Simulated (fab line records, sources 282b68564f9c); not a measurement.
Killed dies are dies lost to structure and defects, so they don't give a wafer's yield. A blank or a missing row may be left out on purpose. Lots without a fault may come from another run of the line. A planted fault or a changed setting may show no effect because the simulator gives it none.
A struck lot beside a sound one | flow rit_cmos | 22 steps out of a route of 202
Sound: wafers L785.2, L785.3, L785.5. Struck: wafers L801.2, L801.3, L801.5. The cause comes at the end.
At each step with rows: each side's tool, then ch and its chambers, then its first start. Under that, the readings that differ: sound wafers | struck wafers | difference of the means | sigmas: that difference in standard deviations of wafers without a fault.
alike: readings whose means differ by less than 2 such deviations, and words and numbers that are the same on both sides. not compared: withheld readings, readings that some wafer has no value for, bounds like >300 that may hide the same value, and numbers for which the record gives no deviation and whose values overlap.
The two part at a step that has a row with sigmas, a row that says differs or no value, or rows on one side only. Numbers that don't overlap but have no deviation are shown without sigmas and don't part them. A reading that every wafer of one side lacks parts them only if that side has two wafers or more.

first, 2 steps without rows for these wafers: RIT_NSD_HARDBAKE_07 (time 60 s); RIT_NSD_IMPLANT_08.
RIT_NSD_STRIP_09: strips in O2, time 180 s.
  sound on plasma_asher-02 ch 0,1, day 3 15:31; struck on plasma_asher-02 ch 0, day 6 23:35
  alike: drypump_motor_current_A
  not compared: rf_hours_counter_h
RIT_NSD_TW_MEAS_10:
  sound on film_metro-03, day 3 15:42; struck on film_metro-04, day 6 23:46
  alike: NSD_TW
then, 6 steps without rows for these wafers: RIT_PSD_HMDS_00 (prime time 60 s); RIT_PSD_COAT_01 (resist thk 1000 nm); RIT_PSD_SOFTBAKE_02 (time 60 s); RIT_PSD_EXPOSE_03 (exposes mask M10, target cd 40900 nm); RIT_PSD_PEB_04; RIT_PSD_DEVELOP_05 (develop time 50 s).
RIT_PSD_OVL_MEAS_06:
  sound on overlay-02, day 3 16:44; struck on overlay-02, day 7 00:41
  alike: PSD_OVL
then, 1 step without rows for these wafers: RIT_PSD_HARDBAKE_07 (time 60 s).
RIT_PSD_IMPLANT_08:
  sound on implanter-03 ch 0, day 3 16:56; struck on implanter-03 ch 0, day 7 00:53
  reading                   | sound                | struck               | difference | sigmas
  beam_energy_keV           | 27.010 27.002 27.004 | 27.774 27.781 27.776 | +0.772     | +90
  model.implant.drp_nm (nm) | 12.05 12.05 12.05    | 12.29 12.29 12.29    | +0.24      |
RIT_PSD_STRIP_09: strips in O2, time 180 s.
  sound on plasma_asher-01 ch 0,1, day 3 17:04; struck on plasma_asher-04 ch 0,1, day 7 01:01
  alike: drypump_motor_current_A
  not compared: rf_hours_counter_h
RIT_PSD_TW_MEAS_10:
  sound on film_metro-04, day 3 17:15; struck on film_metro-04, day 7 01:12
  alike: PSD_TW
then, 3 steps without rows for these wafers: RIT_SDANNEAL_CLEAN_00 (cleans in SC1, time 600 s); RIT_SDANNEAL_CLEAN_01 (cleans in dHF, time 30 s); RIT_SDANNEAL_CLEAN_02 (cleans in SC2, time 600 s).
RIT_SDANNEAL_RTA_03: time 5 s.
  sound on rtp_anneal-01 ch 0, day 3 17:43; struck on rtp_anneal-02 ch 0, day 7 02:02
  alike: ramp_up_c_per_s, wafer_temp_C_max
RIT_SDANNEAL_RS_MEAS_04: measures by four-point-probe.
  sound on film_metro-03, day 3 17:47; struck on film_metro-04, day 7 02:06
  reading         | sound             | struck            | difference | sigmas
  PSD_RS (ohm/sq) | 115.7 115.6 115.8 | 113.9 114.2 114.3 | -1.6       | -5
RIT_SDANNEAL_RS_MEAS_05: measures by four-point-probe.
  sound on film_metro-03, day 3 17:54; struck on film_metro-04, day 7 02:13
  alike: NSD_RS
RIT_M1_PROBE_99:
  sound on prober-02, day 4 01:28; struck on prober-02, day 7 09:59
  alike: killed_at_contacts, killed_at_front_end, killed_dies, killed_open, killed_short

WHERE THEY PART
First at RIT_PSD_IMPLANT_08; last, within this record, at RIT_SDANNEAL_RS_MEAS_04. Later steps at which nothing parts them and some readings are alike: RIT_SDANNEAL_RS_MEAS_05, RIT_M1_PROBE_99.

WHY: what the simulator had put in
Process parameter drift: implanter-03, from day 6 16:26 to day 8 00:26, at RIT_PSD_IMPLANT_08. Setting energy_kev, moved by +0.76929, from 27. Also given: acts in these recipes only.
